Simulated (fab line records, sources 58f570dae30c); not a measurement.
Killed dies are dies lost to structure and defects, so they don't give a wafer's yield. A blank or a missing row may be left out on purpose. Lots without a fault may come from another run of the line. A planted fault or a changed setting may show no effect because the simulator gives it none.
Which tool did it? | flow berkeley_cmos170 | 15 lots, 45 wafers sampled, at 3 steps of a route of 331

WHAT THE GAUGES READ, wafer by wafer
UCB170_PWELL_OVL_MEAS_13.
lot  | measured    | on         | PWELL_OVL (nm)
L652 | day 2 22:41 | overlay-02 | 0 -12 -9
L653 | day 3 13:15 | overlay-01 | -5 -6 -2
L656 | day 3 20:22 | overlay-01 | 0 -6 -4
L657 | day 4 06:33 | overlay-01 | -10 -11 -6
L658 | day 4 10:16 | overlay-01 | -7 -3 -8
L660 | day 4 13:25 | overlay-01 | -6 -13 -16
L661 | day 4 21:20 | overlay-01 | -10 -10 -9
L666 | day 6 01:05 | overlay-01 | 0 -5 1
L667 | day 6 01:21 | overlay-01 | 1 -8 -5
L670 | day 6 15:12 | overlay-01 | -1 -4 -6
L669 | day 6 15:23 | overlay-01 | -15 1 -2
L672 | day 7 05:22 | overlay-02 | -2 -3 1
L671 | day 7 05:32 | overlay-02 | -1 -3 4
L673 | day 7 10:05 | overlay-02 | -1 -10 -8
L674 | day 7 21:12 | overlay-02 | 0 -9 -1

UCB170_CONTACT_THK_MEAS_02.
lot  | measured     | on            | CONTACT_PSG_THK (nm)
L652 | day 7 03:16  | film_metro-02 | 705 697 695
L653 | day 7 15:06  | film_metro-01 | 689 688 687
L656 | day 7 20:49  | film_metro-01 | 700 699 700
L657 | day 7 22:35  | film_metro-04 | 702 704 703
L658 | day 8 05:48  | film_metro-01 | 690 700 697
L660 | day 8 07:34  | film_metro-02 | 706 706 706
L661 | day 8 22:23  | film_metro-01 | 703 701 703
L670 | day 11 03:55 | film_metro-04 | 697 698 706
L672 | day 11 14:37 | film_metro-01 | 708 706 708
L671 | day 11 15:32 | film_metro-02 | 678 690 685
L673 | day 11 18:19 | film_metro-04 | 716 713 713
L674 | day 12 02:22 | film_metro-01 | 686 693 691

WHICH TOOL RAN EACH LOT (tool, then ch and the chambers of the sampled wafers, then the start)
lot  | UCB170_SDANNEAL_RTA_00
L652 | rtp_anneal-02 ch 0, day 6 23:29
L653 | rtp_anneal-02 ch 0, day 7 11:16
L656 | rtp_anneal-02 ch 0, day 7 16:56
L657 | rtp_anneal-01 ch 0, day 7 17:37
L658 | rtp_anneal-01 ch 0, day 8 02:50
L660 | rtp_anneal-02 ch 0, day 8 03:45
L661 | rtp_anneal-02 ch 0, day 8 19:23
L666 | rtp_anneal-02, day 10 07:12
L667 | rtp_anneal-02, day 10 08:22
L670 | rtp_anneal-01 ch 0, day 10 23:07
L669 | rtp_anneal-02, day 10 22:28
L672 | rtp_anneal-01 ch 0, day 11 11:41
L671 | rtp_anneal-02 ch 0, day 11 12:01
L673 | rtp_anneal-01 ch 0, day 11 14:16
L674 | rtp_anneal-02 ch 0, day 11 21:02
- UCB170_SDANNEAL_RTA_00: time 10 s.

WHAT THE TOOLS THEMSELVES READ (means of the sampled wafers that have a number; where no wafer has one, the mark that the record gives instead)
UCB170_SDANNEAL_RTA_00.
lot  | tool          | anneal_temp_c_max | chamber_o2_ppm | lamp_power_pct (%) | wafer_temp_C_max
L652 | rtp_anneal-02 | 904.5             | 2.004          | 20.0               | 902.7
L653 | rtp_anneal-02 | 903.3             | 2.010          | 20.0               | 902.4
L656 | rtp_anneal-02 | 903.7             | 2.011          | 20.0               | 902.6
L657 | rtp_anneal-01 | 903.5             | 2.005          | 25.7               | 905.8
L658 | rtp_anneal-01 | 903.2             | 1.976          | 25.7               | 907.3
L660 | rtp_anneal-02 | 903.8             | 1.980          | 20.0               | 902.5
L661 | rtp_anneal-02 | 904.3             | 2.000          | 20.0               | 902.3
L666 | rtp_anneal-02 | -                 | -              | -                  | -
L667 | rtp_anneal-02 | -                 | -              | -                  | -
L670 | rtp_anneal-01 | 902.8             | 2.009          | 25.6               | 906.8
L669 | rtp_anneal-02 | -                 | -              | -                  | -
L672 | rtp_anneal-01 | 902.9             | 2.010          | 25.7               | 906.2
L671 | rtp_anneal-02 | 903.9             | 2.027          | 20.0               | 903.2
L673 | rtp_anneal-01 | 902.6             | 1.982          | 25.7               | 906.2
L674 | rtp_anneal-02 | 903.1             | 2.002          | 20.0               | 903.2

THE ANSWER, worked out from the rows above alone
Rule: what is usual is taken from the lots themselves. Put in order of their means at a reading, lots are off if they are a third of the lots or fewer, leave a main group of 4 or more, and stand apart from it by a gap of 3 or more times the standard deviation of the main group's means; of several such gaps the widest counts. A main group whose means are all the same, to the digits that the tables above print for the reading, isn't used. A lot without any number at a reading at which 4 lots or more have one is off too. The other lots that the step has rows for count as sound. The gauges are gone through in route order, then the tools' own readings, and for those a lot's mean is taken as printed above. The first step at which some lot is off is used, and at that step the reading that is off furthest; a lot without a number counts as furthest.
Off: L666, L667, L669, at UCB170_SDANNEAL_RTA_00 (anneal_temp_c_max). Without a number there: L666, L667, L669. The main group: mean 903.5, standard deviation 0.57.
A tool fits if, at that step or a process step before it, it ran every lot that is off, and no sound lot after the first of them. None of those tried fits.

WHAT THE SIMULATOR HAD PUT IN
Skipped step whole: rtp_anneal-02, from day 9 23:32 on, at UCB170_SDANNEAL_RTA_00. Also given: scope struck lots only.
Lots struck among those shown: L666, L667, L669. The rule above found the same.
